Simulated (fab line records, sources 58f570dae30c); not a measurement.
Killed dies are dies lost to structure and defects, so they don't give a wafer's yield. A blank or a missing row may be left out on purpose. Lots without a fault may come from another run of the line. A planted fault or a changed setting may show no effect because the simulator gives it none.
Tool commonality check | flow berkeley_cmos170 | 15 lots, 45 wafers sampled

WHY IT WAS OPENED
At UCB170_PWELL_THK_MEAS_06 the reading PWELL_NITRIDE_THK is flagged on 3 of 15 lots. Wafers without a fault read 220.9 nm, standard deviation 1.7.
Rule: a lot is flagged when every wafer of it that has a number lies more than 4 standard deviations from that mean, or none has a number. The other lots count as sound.

lot  | measured    | on            | PWELL_NITRIDE_THK (nm), wafer by wafer | flag
L284 | day 3 00:40 | film_metro-02 | 218.1 221.4 222.2                      |
L285 | day 3 12:13 | film_metro-04 | 220.1 221.3 221.1                      |
L286 | day 3 19:43 | film_metro-01 | 245.7 243.7 244.8                      | FLAGGED
L287 | day 4 02:41 | film_metro-04 | 245.9 246.3 246.2                      | FLAGGED
L288 | day 4 02:44 | film_metro-04 | 249.2 248.3 249.5                      | FLAGGED
L289 | day 4 11:19 | film_metro-01 | 223.1 222.8 223.0                      |
L296 | day 5 19:19 | film_metro-01 | 221.8 222.5 222.4                      |
L300 | day 6 17:37 | film_metro-01 | 218.9 218.5 221.1                      |
L301 | day 6 17:37 | film_metro-02 | 220.9 222.9 221.5                      |
L302 | day 6 17:40 | film_metro-04 | 221.7 220.6 218.1                      |
L303 | day 7 10:39 | film_metro-01 | 218.9 218.9 219.5                      |
L304 | day 7 10:40 | film_metro-02 | 220.1 220.0 221.7                      |
L305 | day 7 19:49 | film_metro-04 | 225.0 222.9 223.4                      |
L306 | day 7 19:49 | film_metro-01 | 223.5 220.8 221.4                      |
L307 | day 7 19:52 | film_metro-04 | 221.3 222.4 220.9                      |
The numbers of the flagged lots are 246.6 nm on average: +25.7 nm against the usual, or +15 standard deviations.

WHICH TOOL RAN EACH LOT
The record holds 1 process step before the reading, out of a route of 331 steps. In each cell: the tool, then ch and the chambers that the sampled wafers went through, then the start.
lot  | flag    | UCB170_PWELL_CVD_05
L284 |         | lpcvd-01 ch 0, day 2 22:44
L285 |         | lpcvd-01 ch 0, day 3 10:18
L286 | FLAGGED | lpcvd-01 ch 0, day 3 17:48
L287 | FLAGGED | lpcvd-01 ch 0, day 4 00:45
L288 | FLAGGED | lpcvd-01 ch 1, day 4 00:45
L289 |         | lpcvd-02 ch 0, day 4 09:23
L296 |         | lpcvd-02 ch 0, day 5 17:24
L300 |         | lpcvd-02 ch 1, day 6 15:42
L301 |         | lpcvd-02 ch 1, day 6 15:42
L302 |         | lpcvd-02 ch 0, day 6 15:42
L303 |         | lpcvd-02 ch 0, day 7 08:44
L304 |         | lpcvd-02 ch 0, day 7 08:44
L305 |         | lpcvd-01 ch 0, day 7 16:56
L306 |         | lpcvd-01 ch 0, day 7 16:56
L307 |         | lpcvd-01 ch 1, day 7 16:56
What these steps do:
- UCB170_PWELL_CVD_05: deposits Si3N4 from SiH2Cl2/NH3, target thk 220 nm, time 3300 s.
- UCB170_PWELL_THK_MEAS_06

FLAGGED OVER TOTAL, TOOL BY TOOL (the gauges that took the reading come last)
step                     | tool          | lots run | flagged | share of the flagged lots | sound lots run after its first flagged lot
UCB170_PWELL_CVD_05      | lpcvd-01      | 8        | 3       | all                       | 3 (L305,L306,L307)
UCB170_PWELL_CVD_05      | lpcvd-02      | 7        | 0       | none                      | -
UCB170_PWELL_THK_MEAS_06 | film_metro-01 | 6        | 1       | some                      | 5 (L289,L296,L300,L303,L306)
UCB170_PWELL_THK_MEAS_06 | film_metro-02 | 3        | 0       | none                      | -
UCB170_PWELL_THK_MEAS_06 | film_metro-04 | 6        | 2       | some                      | 3 (L302,L305,L307)

WHAT THE TABLE ALLOWS
1 row of the table ran every flagged lot: lpcvd-01 at UCB170_PWELL_CVD_05.
- lpcvd-01 at UCB170_PWELL_CVD_05: 3 of its 8 lots flagged. Sound lots ran on it after the first flagged one (L305, L306, L307), which a lasting fault on the whole tool wouldn't allow. Its own readings lie more than 4 standard deviations out on every wafer of the flagged lots: sih2cl2_flow_sccm.
No row of the table ran every flagged lot and no sound lot after the first.

WHAT THE SIMULATOR HAD PUT IN
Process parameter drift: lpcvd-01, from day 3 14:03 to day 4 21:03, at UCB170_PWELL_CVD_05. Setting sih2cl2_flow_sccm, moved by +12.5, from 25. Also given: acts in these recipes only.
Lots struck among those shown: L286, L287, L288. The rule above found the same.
